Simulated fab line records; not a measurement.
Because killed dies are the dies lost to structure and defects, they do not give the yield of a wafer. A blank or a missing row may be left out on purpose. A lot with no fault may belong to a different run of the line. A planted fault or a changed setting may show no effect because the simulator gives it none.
fab line records + flow rit-cmos
record:
- lots: 15
- wafers: 45
- last-day: 7
route steps=202 shown M1@192
lots with no fault: from the same line, run without faults
start-h: hours from the record's first day to the start of the lot's first wafer shown + wait-h: hours from the lot's prior step to this one + " same as the row above + L1.1+2: one row covering several wafers at once + - no value, or no start given + * or withheld: withheld + < > ~ a bound
route shown NAME@n: NAME is a module with steps in the file, n the number in the route of the first one + usual: average and standard deviation across the fault-free wafers + same: alike in all rows + chamber/n: place in a boat + sites: readings site by site + _std_site: the standard deviation of these + _edge_site: mean of outer sites minus mean of inner sites + radius-mm: for every site, how far away it sits from the centre of the wafer + mask NAME#n: copy n + behind: the tool/chamber that last shaped the wafer + hold: reason for holding the lot/hours on hold/outcome of the hold + device: transistor that didn't switch, given as n, p or np + end of line: at the end of the route, the tests of the same wafers + where a step has no rows: the recipe by itself + killed: dies lost to structure and defects at the first sort, not the wafer's yield + map: a wafer's dies, marking killed ones x, the rest . and places with no die _
set.NAME: setting as actually run; set.NAME@STEP: the setting as run at that earlier step + model.NAME: the simulator's own value behind a step, which no gauge read
a sample of lots followed through the steps of the route, with each step as a table and each wafer as a row
== steps ==
step: RIT_M1_DEVELOP_08
recipe:
- resist: NOVOLAK
- develop-time-s: 68
- dev-temp-c: 23
| lot.wafer  | tool           | chamber | start-h | wait-h |
|------------|----------------|---------|---------|--------|
| L274.1+3+5 | litho-track-04 | 0       | 63      | -      |
| L276.2+4+5 | litho-track-01 | 0       | 75      | -      |
| L277.2+3+6 | litho-track-02 | 0       | 81      | -      |
| L278.1+2+3 | litho-track-02 | 0       | 84      | -      |
| L279.1+3+5 | litho-track-01 | 0       | 89      | -      |
| L280.1+2+3 | litho-track-02 | 0       | 93      | -      |
| L281.2+3+6 | litho-track-02 | 0       | 100     | -      |
| L282.1+3+5 | litho-track-01 | 0       | 104     | -      |
| L283.2+3+5 | litho-track-02 | 0       | 108     | -      |
| L284.2+4+5 | litho-track-02 | 0       | 113     | -      |
| L288.2+3+5 | litho-track-04 | 0       | 141     | -      |
| L291.2+4+5 | litho-track-01 | 0       | 154     | -      |
| L292.1+2+3 | litho-track-04 | 0       | 158     | -      |
| L293.2+4+5 | litho-track-01 | 0       | 163     | -      |
| L294.3+5+6 | litho-track-04 | 0       | 165     | -      |
step: RIT_M1_CD_MEAS_09
recipe:
- target-cd-nm: 2600
usual:
- cd-nm: 2599.2/2.7
| lot.wafer | tool      | chamber | start-h | wait-h | cd-nm  |
|-----------|-----------|---------|---------|--------|--------|
| L274.1    | cd-sem-02 | -       | 64.08   | -      | 2600.2 |
| L274.3    | "         | -       | "       | "      | 2598.2 |
| L274.5    | "         | -       | "       | "      | 2597.6 |
| L276.2    | cd-sem-02 | -       | 75.77   | -      | 2600.7 |
| L276.4    | "         | -       | "       | "      | 2599.7 |
| L276.5    | "         | -       | "       | "      | 2599.1 |
| L277.2    | cd-sem-02 | -       | 81.46   | -      | 2601.3 |
| L277.3    | "         | -       | "       | "      | 2602.3 |
| L277.6    | "         | -       | "       | "      | 2599.8 |
| L278.1    | cd-sem-01 | -       | 84.59   | -      | 2593.3 |
| L278.2    | "         | -       | "       | "      | 2592.7 |
| L278.3    | "         | -       | "       | "      | 2592.1 |
| L279.1    | cd-sem-02 | -       | 89.34   | -      | 2596.8 |
| L279.3    | "         | -       | "       | "      | 2596.2 |
| L279.5    | "         | -       | "       | "      | 2597.2 |
| L280.1    | cd-sem-02 | -       | 94.08   | -      | 2599.7 |
| L280.2    | "         | -       | "       | "      | 2602.2 |
| L280.3    | "         | -       | "       | "      | 2598.8 |
| L281.2    | cd-sem-02 | -       | 100.25  | -      | 2613.4 |
| L281.3    | "         | -       | "       | "      | 2616.1 |
| L281.6    | "         | -       | "       | "      | 2615.5 |
| L282.1    | cd-sem-01 | -       | 104.68  | -      | 2596.5 |
| L282.3    | "         | -       | "       | "      | 2596.4 |
| L282.5    | "         | -       | "       | "      | 2597.5 |
| L283.2    | cd-sem-02 | -       | 109.02  | -      | 2609.6 |
| L283.3    | "         | -       | "       | "      | 2611.4 |
| L283.5    | "         | -       | "       | "      | 2612.2 |
| L284.2    | cd-sem-02 | -       | 113.76  | -      | 2614.5 |
| L284.4    | "         | -       | "       | "      | 2612.5 |
| L284.5    | "         | -       | "       | "      | 2613.7 |
| L288.2    | cd-sem-01 | -       | 141.66  | -      | 2596.5 |
| L288.3    | "         | -       | "       | "      | 2593.7 |
| L288.5    | "         | -       | "       | "      | 2595.5 |
| L291.2    | cd-sem-01 | -       | 154.73  | -      | 2600.7 |
| L291.4    | "         | -       | "       | "      | 2598.2 |
| L291.5    | "         | -       | "       | "      | 2600.0 |
| L292.1    | cd-sem-02 | -       | 158.69  | -      | 2597.3 |
| L292.2    | "         | -       | "       | "      | 2597.6 |
| L292.3    | "         | -       | "       | "      | 2599.3 |
| L293.2    | cd-sem-01 | -       | 163.90  | -      | 2597.5 |
| L293.4    | "         | -       | "       | "      | 2599.3 |
| L293.5    | "         | -       | "       | "      | 2597.8 |
| L294.3    | cd-sem-02 | -       | 166.04  | -      | 2597.4 |
| L294.5    | "         | -       | "       | "      | 2599.4 |
| L294.6    | "         | -       | "       | "      | 2598.1 |
step: RIT_M1_PROBE_99
usual:
- defect-limited-yield: 97.4/1.1
- killed_at_M0_to_M3: 0.0/0.16
- killed-at-contacts: 0.1/0.24
- killed-at-front-end: 6.7/2.9
- killed-dies: 6.8/2.9
- killed-open: 3.5/1.8
- killed-short: 3.3/2.1
- sort_bin_3_pad_short: 0.1/0.26
- sort_bin_5_function: 1.4/0.73
- sort_bin_6_memory: 1.0/0.64
- sort-n-pass: 257.2/2.9
- sort-yield-pct: 97.4/1.1
same:
- gross-dies: 264
- killed_at_M4_up: 0
- killed-at-back-side: 0
- killed-at-other: 0
| lot.wafer | tool      | chamber | start-h | wait-h | defect-limited-yield[%] | killed_at_M0_to_M3 | killed-at-contacts | killed-at-front-end | killed-dies | killed-open | killed-short | sort_bin_3_pad_short[%] | sort_bin_5_function[%] | sort_bin_6_memory[%] | sort-n-pass | sort-yield-pct[%] |
|-----------|-----------|---------|---------|--------|-------------------------|--------------------|--------------------|---------------------|-------------|-------------|--------------|-------------------------|------------------------|----------------------|-------------|-------------------|
| L274.1    | prober-02 | -       | 66.74   | 0.1    | 98.5                    | 0                  | 0                  | 4                   | 4           | 0           | 4            | 0                       | 0.4                    | 1.1                  | 260.0       | 98.5              |
| L274.3    | prober-02 | -       | 66.84   | 0.2    | 96.2                    | 0                  | 0                  | 10                  | 10          | 6           | 3            | 0                       | 1.9                    | 1.9                  | 254.0       | 96.2              |
| L274.5    | prober-02 | -       | 66.94   | 0.2    | 98.1                    | 0                  | 0                  | 5                   | 5           | 0           | 4            | 0.4                     | 0.8                    | 0.8                  | 259.0       | 98.1              |
| L276.2    | prober-02 | -       | 78.46   | 0.1    | 98.5                    | 0                  | 0                  | 4                   | 4           | 3           | 1            | 0                       | 1.1                    | 0.4                  | 260.0       | 98.5              |
| L276.4    | prober-02 | -       | 78.56   | 0.2    | 97.0                    | 0                  | 0                  | 8                   | 8           | 4           | 4            | 0.4                     | 1.5                    | 1.1                  | 256.0       | 97.0              |
| L276.5    | prober-02 | -       | 78.61   | 0.2    | 96.6                    | 0                  | 0                  | 9                   | 9           | 2           | 7            | 0.4                     | 1.5                    | 1.5                  | 255.0       | 96.6              |
| L277.2    | prober-01 | -       | 84.35   | 0.1    | 97.7                    | 0                  | 0                  | 6                   | 6           | 4           | 2            | 0                       | 1.5                    | 0.8                  | 258.0       | 97.7              |
| L277.3    | prober-01 | -       | 84.40   | 0.2    | 97.3                    | 0                  | 0                  | 7                   | 7           | 5           | 2            | 0                       | 1.9                    | 0.8                  | 257.0       | 97.3              |
| L277.6    | prober-01 | -       | 84.55   | 0.2    | 97.3                    | 0                  | 0                  | 7                   | 7           | 5           | 2            | 0                       | 1.9                    | 0.8                  | 257.0       | 97.3              |
| L278.1    | prober-02 | -       | 87.25   | 0.1    | 98.5                    | 0                  | 0                  | 4                   | 4           | 3           | 1            | 0                       | 1.5                    | 0                    | 260.0       | 98.5              |
| L278.2    | prober-02 | -       | 87.30   | 0.1    | 95.8                    | 0                  | 0                  | 11                  | 11          | 3           | 8            | 0.4                     | 1.9                    | 1.9                  | 253.0       | 95.8              |
| L278.3    | prober-02 | -       | 87.35   | 0.2    | 98.5                    | 0                  | 0                  | 4                   | 4           | 1           | 3            | 0                       | 1.5                    | 0                    | 260.0       | 98.5              |
| L279.1    | prober-01 | -       | 92.07   | 0.1    | 97.0                    | 0                  | 0                  | 8                   | 8           | 2           | 6            | 0                       | 1.1                    | 1.9                  | 256.0       | 97.0              |
| L279.3    | prober-01 | -       | 92.17   | 0.2    | 95.5                    | 0                  | 0                  | 12                  | 12          | 6           | 6            | 0                       | 2.7                    | 1.9                  | 252.0       | 95.5              |
| L279.5    | prober-01 | -       | 92.27   | 0.2    | 98.9                    | 0                  | 0                  | 3                   | 3           | 2           | 1            | 0                       | 0.8                    | 0.4                  | 261.0       | 98.9              |
| L280.1    | prober-02 | -       | 96.74   | 0.1    | 98.5                    | 0                  | 0                  | 4                   | 4           | 3           | 1            | 0                       | 1.1                    | 0.4                  | 260.0       | 98.5              |
| L280.2    | prober-02 | -       | 96.79   | 0.1    | 97.3                    | 0                  | 0                  | 7                   | 7           | 2           | 5            | 0                       | 1.1                    | 1.5                  | 257.0       | 97.3              |
| L280.3    | prober-02 | -       | 96.84   | 0.2    | 95.5                    | 0                  | 1                  | 11                  | 12          | 6           | 6            | 0                       | 2.3                    | 2.3                  | 252.0       | 95.5              |
| L281.2    | prober-01 | -       | 102.94  | 0.1    | 98.1                    | 0                  | 0                  | 5                   | 5           | 1           | 4            | 0                       | 1.5                    | 0.4                  | 259.0       | 98.1              |
| L281.3    | prober-01 | -       | 102.99  | 0.2    | 98.1                    | 0                  | 0                  | 5                   | 5           | 3           | 2            | 0                       | 1.5                    | 0.4                  | 259.0       | 98.1              |
| L281.6    | prober-01 | -       | 103.14  | 0.2    | 98.1                    | 0                  | 0                  | 5                   | 5           | 2           | 3            | 0                       | 1.1                    | 0.8                  | 259.0       | 98.1              |
| L282.1    | prober-02 | -       | 108.95  | 0.1    | 99.2                    | 0                  | 0                  | 2                   | 2           | 0           | 2            | 0                       | 0.4                    | 0.4                  | 262.0       | 99.2              |
| L282.3    | prober-02 | -       | 109.05  | 0.2    | 97.0                    | 0                  | 0                  | 8                   | 8           | 4           | 4            | 0                       | 1.9                    | 1.1                  | 256.0       | 97.0              |
| L282.5    | prober-02 | -       | 109.15  | 0.2    | 97.0                    | 0                  | 0                  | 8                   | 8           | 6           | 2            | 0                       | 1.1                    | 1.9                  | 256.0       | 97.0              |
| L283.2    | prober-01 | -       | 112.15  | 0.1    | 98.1                    | 0                  | 0                  | 5                   | 5           | 4           | 1            | 0                       | 0.8                    | 1.1                  | 259.0       | 98.1              |
| L283.3    | prober-01 | -       | 112.20  | 0.2    | 96.6                    | 0                  | 0                  | 9                   | 9           | 4           | 5            | 0                       | 0.8                    | 2.7                  | 255.0       | 96.6              |
| L283.5    | prober-01 | -       | 112.30  | 0.2    | 95.5                    | 0                  | 0                  | 12                  | 12          | 8           | 4            | 0                       | 3.4                    | 1.1                  | 252.0       | 95.5              |
| L284.2    | prober-02 | -       | 120.15  | 0.1    | 98.5                    | 0                  | 0                  | 4                   | 4           | 1           | 3            | 0                       | 0.8                    | 0.8                  | 260.0       | 98.5              |
| L284.4    | prober-02 | -       | 120.25  | 0.2    | 97.0                    | 0                  | 0                  | 8                   | 8           | 4           | 4            | 0.4                     | 1.9                    | 0.8                  | 256.0       | 97.0              |
| L284.5    | prober-02 | -       | 120.30  | 0.2    | 97.3                    | 0                  | 0                  | 7                   | 7           | 6           | 1            | 0                       | 1.9                    | 0.8                  | 257.0       | 97.3              |
| L288.2    | prober-02 | -       | 145.16  | 0.1    | 98.5                    | 0                  | 0                  | 4                   | 4           | 2           | 2            | 0                       | 1.1                    | 0.4                  | 260.0       | 98.5              |
| L288.3    | prober-02 | -       | 145.21  | 0.2    | 96.2                    | 0                  | 0                  | 10                  | 10          | 7           | 3            | 0.4                     | 2.3                    | 1.1                  | 254.0       | 96.2              |
| L288.5    | prober-02 | -       | 145.31  | 0.2    | 98.1                    | 0                  | 0                  | 5                   | 5           | 1           | 4            | 0.4                     | 1.1                    | 0.4                  | 259.0       | 98.1              |
| L291.2    | prober-02 | -       | 157.41  | 0.1    | 99.2                    | 0                  | 0                  | 2                   | 2           | 2           | 0            | 0                       | 0.4                    | 0.4                  | 262.0       | 99.2              |
| L291.4    | prober-02 | -       | 157.51  | 0.2    | 94.3                    | 0                  | 1                  | 14                  | 15          | 9           | 6            | 0                       | 4.2                    | 1.5                  | 249.0       | 94.3              |
| L291.5    | prober-02 | -       | 157.56  | 0.2    | 98.5                    | 0                  | 0                  | 4                   | 4           | 2           | 2            | 0.4                     | 0.4                    | 0.8                  | 260.0       | 98.5              |
| L292.1    | prober-01 | -       | 161.42  | 0.1    | 97.0                    | 0                  | 0                  | 8                   | 8           | 3           | 5            | 0.4                     | 1.1                    | 1.5                  | 256.0       | 97.0              |
| L292.2    | prober-01 | -       | 161.47  | 0.1    | 98.5                    | 0                  | 0                  | 4                   | 4           | 2           | 2            | 0.4                     | 0.4                    | 0.8                  | 260.0       | 98.5              |
| L292.3    | prober-01 | -       | 161.52  | 0.2    | 98.1                    | 0                  | 0                  | 5                   | 5           | 4           | 1            | 0                       | 1.5                    | 0.4                  | 259.0       | 98.1              |
| L293.2    | prober-02 | -       | 166.59  | 0.1    | 98.1                    | 0                  | 0                  | 5                   | 5           | 4           | 1            | 0                       | 0.8                    | 1.1                  | 259.0       | 98.1              |
| L293.4    | prober-02 | -       | 166.69  | 0.2    | 94.7                    | 0                  | 0                  | 14                  | 14          | 6           | 8            | 1.1                     | 1.5                    | 2.7                  | 250.0       | 94.7              |
| L293.5    | prober-02 | -       | 166.74  | 0.2    | 96.2                    | 0                  | 0                  | 10                  | 10          | 4           | 6            | 0                       | 2.3                    | 1.5                  | 254.0       | 96.2              |
| L294.3    | prober-02 | -       | 168.77  | 0.2    | 97.0                    | 0                  | 1                  | 7                   | 8           | 3           | 5            | 0.4                     | 1.9                    | 0.8                  | 256.0       | 97.0              |
| L294.5    | prober-02 | -       | 168.87  | 0.2    | 97.7                    | 0                  | 0                  | 6                   | 6           | 4           | 2            | 0.8                     | 0.8                    | 0.8                  | 258.0       | 97.7              |
| L294.6    | prober-02 | -       | 168.92  | 0.2    | 96.6                    | 1                  | 0                  | 8                   | 9           | 4           | 5            | 0                       | 1.5                    | 1.9                  | 255.0       | 96.6              |
killed by level:class
L274.1 GATE:geometric-particle:short=2 REOX:geometric-particle:short=1 SPACER:geometric-particle:short=1
L274.3 GATE:geometric-particle:open=4 FOX2:geometric-particle:short=1 GATE:geometric-particle:short=1 REOX:geometric-particle:open=1 REOX:geometric-particle:short=1 SILICIDE:geometric-particle:open=1 PWELL:coat-microbubble-printed=1
L274.5 FOX2:geometric-particle:short=2 REOX:geometric-particle:short=1 SILICIDE:geometric-particle:short=1 PWELL:coat-microbubble-printed=1
L276.2 GATE:geometric-particle:open=1 GATE:geometric-particle:short=1 REOX:geometric-particle:open=1 SPACER:geometric-particle:open=1
L276.4 SPACER:geometric-particle:short=3 SPACER:geometric-particle:open=3 GATE:geometric-particle:open=1 GATE:geometric-particle:short=1
L276.5 GATE:geometric-particle:short=2 REOX:geometric-particle:short=2 SPACER:geometric-particle:short=2 FOX1:geometric-particle:open=1 SPACER:geometric-particle:open=1 SILICIDE:geometric-particle:short=1
L277.2 REOX:geometric-particle:open=2 SILICIDE:geometric-particle:open=2 FOX1:geometric-particle:short=1 GATE:geometric-particle:short=1
L277.3 REOX:geometric-particle:open=2 SILICIDE:geometric-particle:open=2 FOX1:geometric-particle:short=1 GATE:geometric-particle:short=1 SPACER:geometric-particle:open=1
L277.6 GATE:geometric-particle:open=3 FOX1:geometric-particle:short=1 FOX1:geometric-particle:open=1 REOX:geometric-particle:open=1 REOX:geometric-particle:short=1
L278.1 FOX2:geometric-particle:open=1 GATE:geometric-particle:short=1 GATE:geometric-particle:open=1 REOX:geometric-particle:open=1
L278.2 GATE:geometric-particle:short=5 GATE:geometric-particle:open=2 FOX1:geometric-particle:short=1 REOX:geometric-particle:short=1 REOX:geometric-particle:open=1 SILICIDE:geometric-particle:short=1
L278.3 FOX1:geometric-particle:short=1 GATE:geometric-particle:open=1 REOX:geometric-particle:short=1 SILICIDE:geometric-particle:short=1
L279.1 GATE:geometric-particle:short=3 REOX:geometric-particle:open=2 REOX:geometric-particle:short=1 SPACER:geometric-particle:short=1 SILICIDE:geometric-particle:short=1
L279.3 GATE:geometric-particle:short=4 GATE:geometric-particle:open=3 REOX:geometric-particle:open=2 FOX1:geometric-particle:open=1 FOX1:geometric-particle:short=1 SPACER:geometric-particle:short=1
L279.5 REOX:geometric-particle:open=1 SPACER:geometric-particle:short=1 SILICIDE:geometric-particle:open=1
L280.1 GATE:geometric-particle:open=2 FOX1:geometric-particle:open=1 FOX1:geometric-particle:short=1
L280.2 GATE:geometric-particle:short=3 FOX1:geometric-particle:short=1 SPACER:geometric-particle:open=1 SILICIDE:geometric-particle:short=1 SILICIDE:geometric-particle:open=1
L280.3 GATE:geometric-particle:open=3 GATE:geometric-particle:short=3 FOX1:geometric-particle:open=1 FOX1:geometric-particle:short=1 REOX:geometric-particle:open=1 SPACER:geometric-particle:open=1 SILICIDE:geometric-particle:short=1 CONTACT:geometric-particle:short=1
L281.2 GATE:geometric-particle:short=2 FOX1:geometric-particle:short=1 GATE:geometric-particle:open=1 SPACER:geometric-particle:short=1
L281.3 FOX1:geometric-particle:open=1 GATE:geometric-particle:short=1 REOX:geometric-particle:open=1 SPACER:geometric-particle:open=1 SPACER:geometric-particle:short=1
L281.6 GATE:geometric-particle:short=3 REOX:geometric-particle:open=1 SPACER:geometric-particle:open=1
L282.1 REOX:geometric-particle:short=2
L282.3 FOX1:geometric-particle:short=2 GATE:geometric-particle:open=2 SPACER:geometric-particle:short=2 FOX1:geometric-particle:open=1 SPACER:geometric-particle:open=1
L282.5 GATE:geometric-particle:open=3 FOX1:geometric-particle:short=1 FOX1:geometric-particle:open=1 FOX2:geometric-particle:open=1 REOX:geometric-particle:short=1 SPACER:geometric-particle:open=1
L283.2 GATE:geometric-particle:open=2 REOX:geometric-particle:open=2 REOX:geometric-particle:short=1
L283.3 GATE:geometric-particle:open=3 GATE:geometric-particle:short=2 REOX:geometric-particle:short=1 SPACER:geometric-particle:open=1 SPACER:geometric-particle:short=1 SILICIDE:geometric-particle:short=1
L283.5 GATE:geometric-particle:open=4 GATE:geometric-particle:short=2 REOX:geometric-particle:open=2 SPACER:geometric-particle:open=2 REOX:geometric-particle:short=1 SILICIDE:geometric-particle:short=1
L284.2 GATE:geometric-particle:short=2 FOX2:geometric-particle:open=1 REOX:geometric-particle:short=1
L284.4 GATE:geometric-particle:open=3 FOX2:geometric-particle:open=1 FOX2:geometric-particle:short=1 GATE:geometric-particle:short=1 REOX:geometric-particle:short=1 SPACER:geometric-particle:short=1
L284.5 FOX2:geometric-particle:open=3 FOX1:geometric-particle:open=1 FOX2:geometric-particle:short=1 GATE:geometric-particle:open=1 REOX:geometric-particle:open=1
L288.2 FOX1:geometric-particle:open=1 GATE:geometric-particle:open=1 GATE:geometric-particle:short=1 REOX:geometric-particle:short=1
L288.3 GATE:geometric-particle:open=3 REOX:geometric-particle:open=3 SPACER:geometric-particle:short=2 GATE:geometric-particle:short=1 SPACER:geometric-particle:open=1
L288.5 GATE:geometric-particle:short=2 GATE:geometric-particle:open=1 REOX:geometric-particle:short=1 SILICIDE:geometric-particle:short=1
L291.2 GATE:geometric-particle:open=2
L291.4 GATE:geometric-particle:short=3 GATE:geometric-particle:open=3 FOX1:geometric-particle:open=2 FOX1:geometric-particle:short=1 FOX2:geometric-particle:short=1 FOX2:geometric-particle:open=1 SPACER:geometric-particle:open=1 SILICIDE:geometric-particle:open=1
L291.5 GATE:geometric-particle:open=2 GATE:geometric-particle:short=2
L292.1 FOX1:geometric-particle:short=2 GATE:geometric-particle:open=2 FOX1:geometric-particle:open=1 GATE:geometric-particle:short=1 REOX:geometric-particle:short=1 SPACER:geometric-particle:short=1
L292.2 GATE:geometric-particle:short=1 GATE:geometric-particle:open=1 SILICIDE:geometric-particle:short=1 SILICIDE:geometric-particle:open=1
L292.3 FOX1:geometric-particle:open=2 FOX1:geometric-particle:short=1 GATE:geometric-particle:open=1 SILICIDE:geometric-particle:open=1
L293.2 SILICIDE:geometric-particle:open=2 FOX1:geometric-particle:open=1 REOX:geometric-particle:short=1 SPACER:geometric-particle:open=1
L293.4 GATE:geometric-particle:short=4 FOX1:geometric-particle:short=3 REOX:geometric-particle:open=3 FOX1:geometric-particle:open=1 GATE:geometric-particle:open=1 REOX:geometric-particle:short=1 SPACER:geometric-particle:open=1
L293.5 GATE:geometric-particle:short=3 GATE:geometric-particle:open=3 SILICIDE:geometric-particle:short=2 FOX1:geometric-particle:short=1 REOX:geometric-particle:open=1
L294.3 GATE:geometric-particle:short=3 GATE:geometric-particle:open=2 REOX:geometric-particle:open=1 SPACER:geometric-particle:short=1 CONTACT:geometric-particle:short=1
L294.5 GATE:geometric-particle:open=3 GATE:geometric-particle:short=1 SPACER:geometric-particle:short=1 SPACER:geometric-particle:open=1
L294.6 FOX1:geometric-particle:short=3 GATE:geometric-particle:short=2 GATE:geometric-particle:open=2 SPACER:geometric-particle:open=1 M1:geometric-particle:open=1
== key ==
first-sign:
- step: RIT_M1_CD_MEAS_09
- reading: cd-nm
- direction: up
- sigmas: 5.2
- usual: 2599.2
- struck: 2613.2
- through: control-loop
effect none on later readings
met-at RIT_M1_DEVELOP_08
struck-lots L281,L283,L284
loop-trim:
- step: RIT_M1_EXPOSE_06
- setting: dose
- lots: L283
onset-between 93 100
fault:
- kind: process-parameter-drift
- tool: litho-track-02
- chamber: -
- onset-h: 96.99
- steps: RIT_M1_DEVELOP_08
- channel: develop-time-s
- offset: *
- shape: step
- end-h: 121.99
- acts-in: *
- stated: *
loop-trim: a control loop set the setting to another value than it would have without faults
